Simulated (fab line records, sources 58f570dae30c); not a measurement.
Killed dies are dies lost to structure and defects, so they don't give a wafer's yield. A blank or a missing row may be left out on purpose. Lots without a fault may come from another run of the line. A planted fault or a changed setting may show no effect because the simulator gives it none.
Chamber matching | flow berkeley_cmos170 | UCB170_V2_ETCH_14 on rie_diel-04: 4 sister chambers
The step etches SiO2 in CHF3/CF4/Ar, stops on Al, target depth 1250 nm, time 291 s. 4 wafers are shown with their chamber, then 8 later ones without.

WAFERS WITH THEIR CHAMBER
wafer  | chamber | drypump_motor_current_A (A)
L741.1 | 2       | 6.1
L741.6 | 1       | 5.7
L752.6 | 0       | 5.5
L750.2 | 3       | 6.4

WAFERS WITHOUT THEIR CHAMBER
wafer  | drypump_motor_current_A (A)
L750.3 | 6.4
L750.4 | 5.4
L748.1 | 6.4
L748.2 | 5.5
L748.6 | 5.4
L754.3 | 6.4
L754.4 | 5.7
L754.6 | 6.1

WHICH CHAMBER EACH WENT THROUGH
wafer  | from the rows above | in truth
L750.3 | 3                   | 3
L750.4 | 0                   | 0
L748.1 | 3                   | 3
L748.2 | 0                   | 0
L748.6 | 0                   | 0
L754.3 | 3                   | 3
L754.4 | 1                   | 1
L754.6 | 2                   | 2
Placed correctly: 8 of 8. Can't be placed from these rows: 0. Placed wrongly: 0.
How it was worked out, from the rows above alone: a wafer's distance from a chamber is the root of the sum, over the readings, of the square of ((its reading less the chamber's mean) divided by the reading's scatter). The wafer belongs to the nearest chamber; if the next one is less than 2 further off, it can't be placed. A chamber's mean is the mean of its shown wafers. The scatter: with one shown wafer a chamber, the root of the mean of the squares of how far each hidden wafer lies from its nearest shown one.
